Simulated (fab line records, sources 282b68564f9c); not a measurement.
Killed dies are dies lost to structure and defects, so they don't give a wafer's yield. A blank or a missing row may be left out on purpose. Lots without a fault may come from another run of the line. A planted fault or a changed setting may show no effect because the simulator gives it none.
Tool commonality check | flow rit_cmos | 14 lots, 42 wafers sampled

WHY IT WAS OPENED
At RIT_GATE_CD_MEAS_16 the reading cd_nm is flagged on 3 of 14 lots. Wafers without a fault read 149.1 nm, standard deviation 2.4.
Rule: a lot is flagged when every wafer of it that has a number lies more than 4 standard deviations from that mean, or none has a number. The other lots count as sound.

lot  | measured    | on        | cd_nm (nm), wafer by wafer | flag
L213 | day 2 11:57 | cd_sem-01 | 151.0 151.4 152.5          |
L214 | day 2 19:18 | cd_sem-01 | 146.1 146.7 145.9          |
L215 | day 2 22:25 | cd_sem-01 | 152.5 150.3 151.0          |
L216 | day 3 03:29 | cd_sem-02 | 150.4 149.7 152.2          |
L217 | day 3 09:47 | cd_sem-01 | 150.2 150.4 152.6          |
L218 | day 3 17:43 | cd_sem-01 | 147.3 147.1 147.4          |
L219 | day 3 20:21 | cd_sem-01 | 149.2 149.8 149.8          |
L220 | day 4 01:38 | cd_sem-02 | 133.7 131.1 134.7          | FLAGGED
L221 | day 4 09:04 | cd_sem-01 | 137.8 139.0 138.6          | FLAGGED
L223 | day 4 18:18 | cd_sem-01 | 139.2 138.7 137.0          | FLAGGED
L232 | day 6 13:50 | cd_sem-01 | 148.6 150.8 150.1          |
L234 | day 7 00:41 | cd_sem-01 | 145.9 147.6 147.4          |
L235 | day 7 07:11 | cd_sem-02 | 147.0 146.4 144.9          |
L236 | day 7 12:32 | cd_sem-02 | 152.8 151.7 151.6          |
The numbers of the flagged lots are 136.6 nm on average: -12.5 nm against the usual, or -5 standard deviations.

WHICH TOOL RAN EACH LOT
The record holds 1 process step before the reading, out of a route of 202 steps. In each cell: the tool, then ch and the chambers that the sampled wafers went through, then the start.
lot  | flag    | RIT_GATE_DEVELOP_15
L213 |         | litho_track-01 ch 0, day 2 11:00
L214 |         | litho_track-01 ch 0, day 2 19:00
L215 |         | litho_track-01 ch 0, day 2 22:00
L216 |         | litho_track-04 ch 0, day 3 03:00
L217 |         | litho_track-01 ch 0, day 3 09:00
L218 |         | litho_track-03 ch 0, day 3 17:00
L219 |         | litho_track-03 ch 0, day 3 20:00
L220 | FLAGGED | litho_track-03 ch 0, day 4 01:00
L221 | FLAGGED | litho_track-03 ch 0, day 4 08:00
L223 | FLAGGED | litho_track-03 ch 0, day 4 18:00
L232 |         | litho_track-01 ch 0, day 6 13:00
L234 |         | litho_track-01 ch 0, day 7 00:00
L235 |         | litho_track-01 ch 0, day 7 07:00
L236 |         | litho_track-03 ch 0, day 7 12:00
What these steps do:
- RIT_GATE_DEVELOP_15: develop time 50 s.
- RIT_GATE_CD_MEAS_16: target cd 150 nm.

FLAGGED OVER TOTAL, TOOL BY TOOL (the gauges that took the reading come last)
step                | tool           | lots run | flagged | share of the flagged lots | sound lots run after its first flagged lot
RIT_GATE_DEVELOP_15 | litho_track-01 | 7        | 0       | none                      | -
RIT_GATE_DEVELOP_15 | litho_track-03 | 6        | 3       | all                       | 1 (L236)
RIT_GATE_DEVELOP_15 | litho_track-04 | 1        | 0       | none                      | -
RIT_GATE_CD_MEAS_16 | cd_sem-01      | 10       | 2       | some                      | 2 (L232,L234)
RIT_GATE_CD_MEAS_16 | cd_sem-02      | 4        | 1       | some                      | 2 (L235,L236)

WHAT THE TABLE ALLOWS
1 row of the table ran every flagged lot: litho_track-03 at RIT_GATE_DEVELOP_15.
- litho_track-03 at RIT_GATE_DEVELOP_15: 3 of its 6 lots flagged. Sound lots ran on it after the first flagged one (L236), which a lasting fault on the whole tool wouldn't allow. Its own readings lie more than 4 standard deviations out on every wafer of the flagged lots: developer_temp_C.
No row of the table ran every flagged lot and no sound lot after the first.

WHAT THE SIMULATOR HAD PUT IN
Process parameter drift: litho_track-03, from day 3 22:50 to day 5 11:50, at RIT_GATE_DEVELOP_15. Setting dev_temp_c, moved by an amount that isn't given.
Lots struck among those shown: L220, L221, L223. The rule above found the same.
